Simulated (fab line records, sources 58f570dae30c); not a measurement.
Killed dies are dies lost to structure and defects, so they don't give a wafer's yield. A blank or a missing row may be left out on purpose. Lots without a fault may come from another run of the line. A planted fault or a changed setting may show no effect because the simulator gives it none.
Problem report in the 8D (eight disciplines) form, filled by code | flow berkeley_cmos170 | the parts of the form that need people (team, actions taken, sign-off) are left out

1. THE PROBLEM
NSD_TW at UCB170_NSD_TW_MEAS_10 reads a mean of 3813 on 6 wafers of 2 lots; wafers without a fault read 4221 with a standard deviation of 37. That is -11 standard deviations from the usual mean.
First seen on wafer L578.1, day 10 04:43, on film_metro-01. The record holds 42 wafers of 14 lots with a number at this step. Rule for "out", or "out of limits": more than 4 standard deviations from the usual mean. The other wafers with a number count as sound.

2. WHAT IT IS AND WHAT IT IS NOT
question                    | is                     | is not
which readings at this step | NSD_TW                 | -
which lots                  | L578, L580             | L563, L567, L568, L569, L570, L574, L576, L577, L579, L582, L583, L585
which wafers of those lots  | all that have a number | -
read on which gauges        | film_metro-01          | film_metro-02, film_metro-04
when                        | from day 10 04:43      | up to then (24 sound wafers); but 12 sound wafers of L579, L582, L583, L585 came after

3. SUSPECTS, AND WHAT RULES EACH OUT
Counting: a tool at a process step up to the reading stays a suspect if it ran every lot that is out and no sound lot after the first of them.
- the gauge at UCB170_NSD_TW_MEAS_10: ruled out. All the wafers that are out were read on film_metro-01, but those of them that UCB170_NSD_IMPLANT_08 has rows for are out there too, on other tools.
- implanter-04 at UCB170_NSD_IMPLANT_08: kept. It ran every lot that is out, first L578 (day 10 04:28), and no sound lot after that; its last sound lot up to then is L570 (day 8 17:58). Its own readings are out on those wafers: beam_energy_keV.
Left after counting: implanter-04 at UCB170_NSD_IMPLANT_08.

4. THE CAUSE (what the simulator had put in)
Process parameter drift: implanter-04, from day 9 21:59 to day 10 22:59, at UCB170_NSD_IMPLANT_08. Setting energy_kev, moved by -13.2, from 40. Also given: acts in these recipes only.
Counting left only this tool.

5. THE CHAIN OF EFFECTS, in route order
Each row: a reading whose mean over the struck wafers that have a number lies more than 3 standard deviations from the usual. Only readings for which the record gives a usual standard deviation are gone through. hours: the time from each lot's start at the first step in this table that gives one to its start at this step, as a median over the lots. sigmas: the change in usual standard deviations.
hours | step                       | reading                  | usual        | on struck wafers | change  | sigmas
0     | UCB170_NSD_IMPLANT_08      | beam_energy_keV          | 40.000       | 26.797           | -13.203 | -99 or more
0     | UCB170_NSD_STRIP_09        | oes_product_au           | 0.537 a.u.   | 0.583            | +0.046  | +9.9
0     | UCB170_NSD_STRIP_09        | strip_time_to_endpoint_s | 36.11 s      | 31.43            | -4.68   | -58
0     | UCB170_NSD_TW_MEAS_10      | NSD_TW                   | 4221         | 3813             | -408    | -11
2     | UCB170_SDANNEAL_RS_MEAS_03 | NSD_RS                   | 37.41 ohm/sq | 42.80            | +5.39   | +49
The process steps in it:
- UCB170_NSD_IMPLANT_08
- UCB170_NSD_STRIP_09: strips in O2.
Later measuring or inspecting steps at which every struck wafer that the step has a row for has a number for every such reading, and none has moved that far: UCB170_SILICIDE_RS_MEAS_02.

6. WHAT WOULD HAVE CAUGHT IT SOONER
In this record the first reading out of limits at a measuring or inspecting step was taken at day 10 04:43, 7 hours after the fault began at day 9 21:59.
The tool's own readings at UCB170_NSD_IMPLANT_08 were out on every struck wafer that the step has a row for (beam_energy_keV): an alarm limit on them would have fired on the first of those.
Of the lots that are out (2), L580 began UCB170_NSD_IMPLANT_08 on implanter-04 after day 10 04:43. A hold on the tool at that time would have spared it.
